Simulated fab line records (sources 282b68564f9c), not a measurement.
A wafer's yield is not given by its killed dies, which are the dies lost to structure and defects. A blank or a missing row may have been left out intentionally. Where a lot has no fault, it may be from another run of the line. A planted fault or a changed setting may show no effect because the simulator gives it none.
What tool caused it? ; flow ritCmos ; 21 wafers sampled from 7 lots at 1 step of a route of 202

WHAT THE GAUGES SHOWED, per wafer
RIT_WELLDRIVE_RS_MEAS_02: the measuring method here is four-point-probe.
lot;measured;on;PWELL_RS (ohm/sq)
L227;day 3 01:40;filmMetro-01;434.4 433.1 434.1
L230;day 3 15:49;filmMetro-01;431.1 433.2 430.4
L234;day 4 12:00;filmMetro-03;432.8 433.6 434.0
L237;day 5 02:38;filmMetro-01;432.0 432.8 432.4
L239;day 5 13:11;filmMetro-04;432.4 432.9 433.5
L241;day 5 22:01;filmMetro-04;433.1 434.9 435.7
L245;day 6 18:50;filmMetro-04;431.3 429.8 430.7

TOOL THAT RAN EACH LOT (tool first, then ch and the chambers of the sampled wafers, then the start)
There is no process step in the record ahead of these readings.

THE ANSWER, worked out from the rows above alone
Rule: what is usual is taken from the lots themselves. The widest of any qualifying gaps counts: lots, ordered by their means at a reading, are off when they make up no more than a third of the lots, leave a main group of 4 or more, and stand apart from it by 3 or more times the standard deviation of that group's means. A main group whose means are all the same, to the digits that the tables above print for the reading, isn't used. Also off: a lot with no number at a reading for which 4 or more lots have one. The other lots that the step has rows for count as sound.
Across all readings shown, no lot is off: no conclusion can be drawn from this.

WHAT THE SIMULATOR HAD PUT IN
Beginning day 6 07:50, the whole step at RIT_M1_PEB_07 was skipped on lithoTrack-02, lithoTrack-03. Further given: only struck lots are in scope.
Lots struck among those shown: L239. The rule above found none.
